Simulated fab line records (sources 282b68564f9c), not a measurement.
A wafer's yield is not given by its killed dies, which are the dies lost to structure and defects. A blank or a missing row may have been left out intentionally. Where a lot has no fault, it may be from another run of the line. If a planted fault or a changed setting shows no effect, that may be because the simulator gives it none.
Which of the tools did it? | flow rit_cmos | 14 lots, 42 wafers sampled, at 2 steps of a route of 202

## WHAT EACH GAUGE READ, for each wafer
RIT_CONTACT_THK_MEAS_01.
lot  | measured    | on            | CONTACT_TEOS_THK (nm)
L585 | day 3 07:24 | film_metro-04 | 397 398 399
L586 | day 3 17:56 | film_metro-01 | 402 411 409
L587 | day 3 21:27 | film_metro-01 | 399 403 409
L590 | day 4 10:13 | film_metro-04 | 396 405 408
L591 | day 4 16:11 | film_metro-01 | 391 388 396
L592 | day 4 22:14 | film_metro-04 | 404 399 407
L594 | day 5 03:52 | film_metro-03 | 399 406 407
L593 | day 5 04:57 | film_metro-03 | 393 397 403
L595 | day 5 12:36 | film_metro-03 | 404 400 396
L596 | day 5 17:03 | film_metro-03 | 390 394 399
L597 | day 5 21:33 | film_metro-01 | 396 396 398
L602 | day 6 21:25 | film_metro-03 | 402 210 405 402 210 405
L604 | day 7 07:15 | film_metro-03 | 397 396 404
L605 | day 7 14:04 | film_metro-04 | 404 395 211 405 395 211

## WHAT TOOL EACH LOT RAN ON (gives the tool, then ch and the chambers of the sampled wafers, and finally the start)
lot  | RIT_CONTACT_CVD_00
L585 | pecvd-01 ch 0,1,2, day 3 07:21
L586 | pecvd-04 ch 0,1, day 3 17:53
L587 | pecvd-03 ch 0,1,2, day 3 21:23
L590 | pecvd-03 ch 0,1,2, day 4 10:10
L591 | pecvd-01 ch 0,1, day 4 16:08
L592 | pecvd-04 ch 1,2, day 4 22:10
L594 | pecvd-03 ch 1,2, day 5 03:47
L593 | pecvd-01 ch 1,2, day 5 04:53
L595 | pecvd-04 ch 0,1,2, day 5 12:33
L596 | pecvd-03 ch 1,2, day 5 16:59
L597 | pecvd-01 ch 0,1,2, day 5 21:30
L602 | pecvd-03 ch 0,1,2, day 6 21:21
L604 | pecvd-04 ch 0,1, day 7 07:12
L605 | pecvd-03 ch 0,1,2, day 7 14:00
- RIT_CONTACT_CVD_00: deposits SiO2 from TEOS, target thk 400 nm, time 61 s.

## WHAT THE TOOLS THEMSELVES READ (means of the sampled wafers that have a number; where no wafer has one, the mark that the record gives instead)
RIT_CONTACT_CVD_00.
lot  | tool     | heater_power_w (W)
L585 | pecvd-01 | 305
L586 | pecvd-04 | 384
L587 | pecvd-03 | 252
L590 | pecvd-03 | 245
L591 | pecvd-01 | 304
L592 | pecvd-04 | 275
L594 | pecvd-03 | 302
L593 | pecvd-01 | 285
L595 | pecvd-04 | 341
L596 | pecvd-03 | 294
L597 | pecvd-01 | 308
L602 | pecvd-03 | 254
L604 | pecvd-04 | 345
L605 | pecvd-03 | 291

## THE ANSWER, worked out from the rows above alone
Rule: what is usual is taken from the lots themselves. Put in order of their means at a reading, lots are off if they are a third of the lots or fewer, leave a main group of 4 or more, and stand apart from it by a gap of 3 or more times the standard deviation of the main group's means; of several such gaps the widest counts. Not used: any main group whose means are identical at the precision the tables above print for the reading. Also off: a lot with no number at a reading for which 4 or more lots have one. The other lots that the step has rows for count as sound. First the gauges in route order, then the tools' own readings, where a lot's mean is used as printed above. At the first step where some lot is off, the reading lying furthest off is the one used; lots without a number count as furthest.
Off: L602, L605, seen at RIT_CONTACT_THK_MEAS_01 (CONTACT_TEOS_THK). The main group: mean 400 nm, standard deviation 4.3.
If a tool, at a process step before that reading, ran all the lots that are off and no sound lot after the first of them, it fits. Those tools and the gauges at RIT_CONTACT_THK_MEAS_01 are tried in the same way. One candidate fits, namely pecvd-03 at RIT_CONTACT_CVD_00. A fault onset in the window from L596 (day 5 16:59, its last sound lot) to L602 (day 6 21:21, its first lot off) fits.

## WHAT THE SIMULATOR HAD INSERTED
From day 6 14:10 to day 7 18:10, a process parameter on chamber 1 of pecvd-03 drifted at RIT_CONTACT_CVD_00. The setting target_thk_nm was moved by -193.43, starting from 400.
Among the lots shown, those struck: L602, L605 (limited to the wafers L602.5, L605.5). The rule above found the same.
